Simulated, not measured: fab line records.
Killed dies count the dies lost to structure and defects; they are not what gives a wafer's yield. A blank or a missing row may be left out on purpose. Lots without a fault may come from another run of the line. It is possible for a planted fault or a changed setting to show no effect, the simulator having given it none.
Struck lot and sound lot, side by side    flow rit cmos    28 out of 202 route steps
Sound: these wafers, L632.1, L632.2, L632.4. Struck: wafers L640.1, L640.2, L640.6. At the end, the cause is stated.
Per side, at each step with rows, come the tool, then ch with its chambers, and then its first start. Under that, the readings that differ: sound wafers    struck wafers    difference of the means    sigmas: that difference in standard deviations of wafers without a fault.
alike: same words and numbers on both sides, and readings whose means sit less than 2 such deviations apart. not compared: any withheld reading, any reading some wafer has no value for, any bound like >300 that may hide the same value, and any number with overlapping values for which the record gives no deviation.
The two part at a step that has a row with sigmas, a row that says differs or no value, or rows on one side only. Numbers that have no deviation but don't overlap get no sigmas and don't part them. A reading missing from all wafers of one side parts the sides only when that side holds two or more wafers.

RIT_ACTIVE_BOW_MEAS_00:
  struck on film metro-04, day 3 07:00; sound on film metro-04, day 1 15:00
  alike: INCOMING_BOW
RIT_ACTIVE_OXIDATION_01: target thk 46.8 nm, ox time 3360 s.
  sound on furnace-01 ch 0, day 1 15:07; struck on furnace-01 ch 0, day 3 07:28
reading                                        sound              struck            difference  sigmas
ox time s (s)                                  3360 3360 3360     5040 5040 5040    +1680       
model.SiO2_of_ACTIVE_OXIDATION_01.thk nm (nm)  47.06 46.93 46.88  61.45 60.6 60.95  +14.04      
  alike: zone power load pct
RIT_ACTIVE_THK_MEAS_02:
  struck on film metro-03, day 3 09:24; sound on film metro-03, day 1 17:03
reading                sound           struck          difference  sigmas
ACTIVE_OXIDE_THK (nm)  47.0 46.9 46.9  61.4 60.6 61.0  +14.1       +17
then, 1 step without rows for these wafers: RIT_ACTIVE_CVD_03 (deposits Si3N4 from SiH2Cl2/NH3, target thk 150 nm, time 1500 s).
RIT_ACTIVE_THK_MEAS_04:
  struck on film metro-03, day 3 10:53; sound on film metro-04, day 1 18:32
  alike: ACTIVE_NITRIDE_THK
then, 6 steps without rows for these wafers: RIT_ACTIVE_HMDS_05 (prime time 60 s); RIT_ACTIVE_COAT_06 (resist thk 1000 nm); RIT_ACTIVE_SOFTBAKE_07 (time 60 s); RIT_ACTIVE_EXPOSE_08 (exposes mask M1, target cd 1400 nm); RIT_ACTIVE_PEB_09; RIT_ACTIVE_DEVELOP_10 (develop time 50 s).
RIT_ACTIVE_CD_MEAS_11: the cd target is 1400 nm.
  struck on cd sem-02, day 3 11:55; sound on cd sem-02, day 1 19:32
  alike: cd nm
then, 1 step without rows for these wafers: RIT_ACTIVE_HARDBAKE_12 (time 60 s).
RIT_ACTIVE_ETCH_13: etches Si3N4 in SF6, stops on SiO2, time 210 s, target depth 210 nm.
  sound on rie diel-01 ch 0,2,3, day 1 19:49; struck on rie diel-01 ch 1,2,3, day 3 12:11
  alike: SF6_flow_sccm, drypump motor current A, oes product au, rf fwd power W, throttle valve pct
  not compared: rf hours counter h
RIT_ACTIVE_STRIP_14: strips in O2, time 180 s.
  sound on plasma asher-02 ch 0,1, day 1 19:56; struck on plasma asher-01 ch 0,1, day 3 12:19
  alike: drypump motor current A, o2 flow sccm
  not compared: rf hours counter h
RIT_ACTIVE_CD_MEAS_90: the cd target is 1400 nm.
  struck on cd sem-01, day 3 12:29; sound on cd sem-02, day 1 20:07
  alike: cd nm
then, 4 steps without rows for these wafers: RIT_ACTIVE_CLEAN_15 (cleans in SC1, time 600 s); RIT_ACTIVE_CLEAN_16 (cleans in dHF, time 30 s); RIT_ACTIVE_CLEAN_17 (cleans in SC2, time 600 s); RIT_FOX1_OXIDATION_00 (target thk 350.7 nm, ox time 1130 s).
RIT_FOX1_THK_MEAS_01:
  struck on film metro-03, day 3 15:26; sound on film metro-01, day 1 22:14
  alike: FOX1_OXIDE_THK
then, 2 steps without rows for these wafers: RIT_FOX1_WET_ETCH_02 (etches SiO2 in BOE, target depth 350 nm, time 390 s); RIT_FOX2_OXIDATION_00 (target thk 350.7 nm, ox time 1130 s).
RIT_FOX2_THK_MEAS_01:
  struck on film metro-01, day 3 17:51; sound on film metro-03, day 1 23:43
  alike: FOX2_OXIDE_THK
then, 1 step without rows for these wafers: RIT_FOX2_CLEAN_02 (cleans in dHF, time 180 s).
RIT_FOX2_WET_ETCH_03: etches Si3N4 in H3PO4, target depth 195 nm, time 2700 s.
  sound on wet bench-04 ch 3, day 1 23:50; struck on wet bench-02 ch 2, day 3 17:58
reading                                        sound              struck             difference  sigmas
model.SiO2_of_ACTIVE_OXIDATION_01.thk nm (nm)  41.99 41.85 41.83  54.61 53.81 53.51  +12.09      
RIT_FOX2_THK_MEAS_90:
  struck on film metro-03, day 3 18:47; sound on film metro-03, day 2 00:44
  alike: FIELD_OXIDE_LEFT_1_THK
RIT_M1_PROBE_99:
  struck on prober-01, day 5 09:28; sound on prober-02, day 3 14:14
reading                              sound              struck             difference  sigmas
model.etest.pldd.width nm (nm)       3165 3165 3166     2966 2982 2979     -190        
model.etest.nldd.width nm (nm)       3161 3163 3170     2959 2983 2988     -188        
model.etest.nmos_0p3.r on ohm um     2209 2194 2190     2407 2363 2374     +184        
model.etest.pplus sal.width nm (nm)  3443 3433 3440     3360 3364 3360     -77         
model.etest.nplus sal.width nm (nm)  3431 3430 3435     3363 3351 3368     -71         
model.etest.nmos narrow.drive ua um  214.5 219 219.5    163.1 168.4 168.9  -50.9       
model.etest.pmos narrow.drive ua um  99.5 98.89 99.06   78.52 82.7 81.01   -18.41      
model.etest.nmos_0p3.drive ua um     218.9 219.5 218.8  196.1 200.3 199.7  -20.4       
  alike: killed at contacts, killed at front end, killed dies, killed open, killed short

== WHERE THEY PART ==
At RIT_ACTIVE_THK_MEAS_02 and nowhere else, as far as this record goes. Later steps at which nothing parts them and some readings are alike: RIT_ACTIVE_THK_MEAS_04, RIT_ACTIVE_CD_MEAS_11, RIT_ACTIVE_ETCH_13, RIT_ACTIVE_STRIP_14, RIT_ACTIVE_CD_MEAS_90, RIT_FOX1_THK_MEAS_01, RIT_FOX2_THK_MEAS_01, RIT_FOX2_THK_MEAS_90, RIT_M1_PROBE_99.

WHY: what the simulator had put in
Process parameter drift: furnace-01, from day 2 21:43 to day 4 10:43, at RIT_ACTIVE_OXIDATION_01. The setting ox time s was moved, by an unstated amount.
